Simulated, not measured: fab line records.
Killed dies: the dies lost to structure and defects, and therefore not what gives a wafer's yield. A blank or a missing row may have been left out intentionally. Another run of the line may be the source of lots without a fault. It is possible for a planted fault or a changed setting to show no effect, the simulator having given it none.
A single fault, viewed from 2 desks :: flow berkeley cmos170 :: only its own numbers are on each desk; what lay behind them is given at the end

== METROLOGY DESK ==
Lot by lot, what the gauges showed, no matter which tool ran the lot: averages of those sampled wafers that carry a number. A lot is out of limits, marked OUT, if its mean lies more than 4 standard deviations from the usual mean; the brackets give that distance.
Columns: A = PLDD_TW at UCB170_PLDD_TW_MEAS_11, usual 1002; B = cd nm at UCB170_NLDD_CD_MEAS_06, usual 1200.5 nm; C = NLDD_OVL at UCB170_NLDD_OVL_MEAS_07, usual 0 nm
lot: L630
first seen here: day 6 11:36
A: 993
B: 1198.7
C: -5

lot: L636
first seen here: day 7 22:11
A: 995
B: 1199.8
C: 3

lot: L642
first seen here: day 8 20:48
A: 1009
B: 1200.9
C: 2

lot: L640
first seen here: day 8 21:10
A: 995
B: 1201.9
C: -1

lot: L649
first seen here: day 10 16:11
A: 1018
B: 1201.3
C: -2

lot: L651
first seen here: day 10 16:44
A: 994
B: 1198.8
C: -4
This desk's finding: nothing out of limits on any of the 6 lots.

== FOR THE TOOL OWNER'S DESK: implanter-01 ==
The tool's own readings at UCB170_NLDD_IMPLANT_09: means of the sampled wafers that have a number, for each lot that ran on this tool. A lot is out of limits, marked OUT, if its mean lies more than 4 standard deviations from the usual mean; the brackets give that distance.
Columns: A = beam energy keV at UCB170_NLDD_IMPLANT_09, usual 30.000; B = faraday current uA at UCB170_NLDD_IMPLANT_09, usual 158.9
lot: L630
first seen here: day 6 13:50
A: 29.990
B: 159.8

lot: L642
first seen here: day 8 23:38
A: 32.305 (+99 or more) OUT
B: 160.8

lot: L640
first seen here: day 8 23:56
A: 32.286 (+99 or more) OUT
B: 157.3
Finding of this desk: L640, L642 out of limits; the first was L642 at day 8 23:38, on beam energy keV at UCB170_NLDD_IMPLANT_09. In limits: L630.

== BROUGHT TOGETHER ==
An alarm could have come from the tool owner's desk at day 8 23:38, on L640, L642.
The metrology desk saw nothing out of limits.
The metrology desk holds a record of L640, L642, inside its limits.
Every lot named ran UCB170_NLDD_IMPLANT_09 on implanter-01.

== WHAT THE SIMULATOR PUT IN ==
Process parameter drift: implanter-01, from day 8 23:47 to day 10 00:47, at UCB170_NLDD_IMPLANT_09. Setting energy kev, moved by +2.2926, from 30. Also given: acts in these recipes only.
Struck lots among those shown: L640, L642.
